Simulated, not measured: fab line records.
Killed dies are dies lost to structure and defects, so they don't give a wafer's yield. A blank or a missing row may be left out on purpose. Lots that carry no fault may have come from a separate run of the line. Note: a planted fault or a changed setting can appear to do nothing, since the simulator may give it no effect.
The tool behind it: which one? ; flow rit cmos ; 14 lots with 42 wafers sampled at 4 steps, on a route of 202 steps

## WHAT EACH GAUGE READ, for each wafer
RIT_ACTIVE_BOW_MEAS_00. Usual: INCOMING_BOW typically reads -1 um, with standard deviation 6.4.
lot;measured;on;INCOMING_BOW (um);flag
L154;day 1 10:02;film metro-02;5 1 4;
L155;day 1 15:00;film metro-01;-5 -9 2;
L156;day 1 20:00;film metro-01;-5 6 9;
L157;day 2 01:00;film metro-01;-3 2 1;
L158;day 2 06:00;film metro-01;-2 -9 -9;
L159;day 2 11:01;film metro-03;0 9 -4;
L161;day 2 21:02;film metro-01;1 -7 5;
L164;day 3 12:00;film metro-02;7 -5 3;
L165;day 3 17:01;film metro-03;0 -4 0;
L168;day 4 08:00;film metro-02;2 -6 1;
L170;day 4 18:01;film metro-03;15 10 -6;
L171;day 4 23:02;film metro-01;-2 -1 4;
L174;day 5 14:00;film metro-02;1 3 7;
L175;day 5 19:00;film metro-01;-1 -14 -2;

RIT_M1_CD_MEAS_90 targets a cd of 2600 nm. Usual: cd nm reads 2599.2 nm (standard deviation 2.4).
lot;measured;on;cd nm (nm);flag
L154;day 3 10:16;cd sem-01;2595.8 2596.7 2598.5;
L155;day 3 12:15;cd sem-02;2600.7 2600.1 2598.0;
L156;day 3 18:34;cd sem-01;2596.1 2594.3 2596.1;
L157;day 3 22:21;cd sem-02;2597.3 2596.9 2597.5;
L158;day 4 05:13;cd sem-01;2597.2 2598.5 2596.6;
L159;day 4 08:43;cd sem-02;2603.6 2602.2 2601.2;
L161;day 4 18:47;cd sem-02;2600.2 2600.7 2599.6;
L164;day 5 09:38;cd sem-01;2600.0 2598.8 2599.6;
L165;day 5 15:00;cd sem-01;2600.4 2603.4 2598.8;
L168;day 6 05:54;cd sem-01;2597.3 2600.7 2599.1;
L170;day 6 15:56;cd sem-01;2596.8 2598.0 2596.2;
L171;day 6 20:38;cd sem-01;2599.2 2599.2 2596.7;
L174;day 7 12:36;cd sem-02;2604.3 2601.7 2601.7;
L175;day 7 16:06;cd sem-02;2600.5 2599.4 2600.1;

## WHICH TOOL RAN EACH LOT (tool, then ch and the chambers of the sampled wafers, then the start)
lot;RIT_ACTIVE_STRIP_14;RIT_SILICIDE_RTA_04
L154;plasma asher-03 ch 0,1, day 1 15:02;rtp anneal-01 ch 0, day 3 05:19
L155;plasma asher-03 ch 0,1, day 1 20:41;rtp anneal-02 ch 0, day 3 07:14
L156;plasma asher-03 ch 0,1, day 2 00:50;rtp anneal-01 ch 0, day 3 13:50
L157;plasma asher-01 ch 0,1, day 2 05:50;rtp anneal-02 ch 0, day 3 17:18
L158;plasma asher-03 ch 0,1, day 2 10:50;rtp anneal-01 ch 0, day 4 00:04
L159;plasma asher-04 ch 0,1, day 2 16:24;rtp anneal-02 ch 0, day 4 03:44
L161;plasma asher-01 ch 0,1, day 3 02:29;rtp anneal-02 ch 0, day 4 13:56
L164;plasma asher-03 ch 0,1, day 3 16:50;rtp anneal-01 ch 0, day 5 04:53
L165;plasma asher-03 ch 0,1, day 3 22:03;rtp anneal-02 ch 0, day 5 09:53
L168;plasma asher-04 ch 0,1, day 4 12:50;rtp anneal-01 ch 0, day 6 00:55
L170;plasma asher-04 ch 0, day 4 22:50;rtp anneal-01 ch 0, day 6 10:43
L171;plasma asher-04 ch 0,1, day 5 03:54;rtp anneal-02 ch 0, day 6 15:50
L174;plasma asher-04 ch 0,1, day 5 18:58;rtp anneal-01 ch 0, day 7 07:40
L175;plasma asher-01 ch 0,1, day 6 00:41;rtp anneal-02 ch 0, day 7 11:03
- RIT_ACTIVE_STRIP_14: strips in O2, time 180 s.
- RIT_SILICIDE_RTA_04: time 10 s, ramp up 5 s, ramp down 5 s.

## AS READ BY THE TOOLS THEMSELVES (means over the sampled wafers that have a number; for cases with no such wafer, the mark the record gives instead)
RIT_ACTIVE_STRIP_14. Usual: drypump motor current A reads 5.6 A (standard deviation 0.56).
lot;tool;drypump motor current A (A);flag
L154;plasma asher-03;5.6;
L155;plasma asher-03;5.2;
L156;plasma asher-03;5.2;
L157;plasma asher-01;5.7;
L158;plasma asher-03;5.7;
L159;plasma asher-04;5.7;
L161;plasma asher-01;5.7;
L164;plasma asher-03;5.2;
L165;plasma asher-03;5.2;
L168;plasma asher-04;5.7;
L170;plasma asher-04;5.5;
L171;plasma asher-04;5.7;
L174;plasma asher-04;5.7;
L175;plasma asher-01;5.7;

RIT_SILICIDE_RTA_04. Usual: chamber o2 ppm 1.998, standard deviation 0.02; wafer_temp_C_max 653.0, standard deviation 0.68.
lot;tool;chamber o2 ppm;wafer_temp_C_max;flag
L154;rtp anneal-01;2.000;653.6;
L155;rtp anneal-02;1.996;652.2;
L156;rtp anneal-01;2.018;653.8;
L157;rtp anneal-02;2.000;652.2;
L158;rtp anneal-01;1.992;652.7;
L159;rtp anneal-02;1.994;652.5;
L161;rtp anneal-02;2.034;653.9;
L164;rtp anneal-01;1.971;652.9;
L165;rtp anneal-02;2.015;652.4;
L168;rtp anneal-01;1.992;652.8;
L170;rtp anneal-01;2.002;653.6;
L171;rtp anneal-02;1.996;652.3;
L174;rtp anneal-01;2.002;653.1;
L175;rtp anneal-02;2.004;652.3;

## THE ANSWER, worked out from the rows above alone
Rule: take the mean of a lot's wafers that have a number; if it is more than 3 standard deviations from the usual mean, the lot is off. Also off: a lot with no number at a reading for which 4 or more lots have one. Any other lot the step has rows for is counted as sound. The gauges are gone through in route order, then the tools' own readings, and for those a lot's mean is taken as printed above. The first step at which some lot is off is used, and at that step the reading that is off furthest; a lot without a number counts as furthest.
No lot is off on any of the readings shown, so nothing can be concluded from this.

## WHAT THE SIMULATOR HAD PUT IN
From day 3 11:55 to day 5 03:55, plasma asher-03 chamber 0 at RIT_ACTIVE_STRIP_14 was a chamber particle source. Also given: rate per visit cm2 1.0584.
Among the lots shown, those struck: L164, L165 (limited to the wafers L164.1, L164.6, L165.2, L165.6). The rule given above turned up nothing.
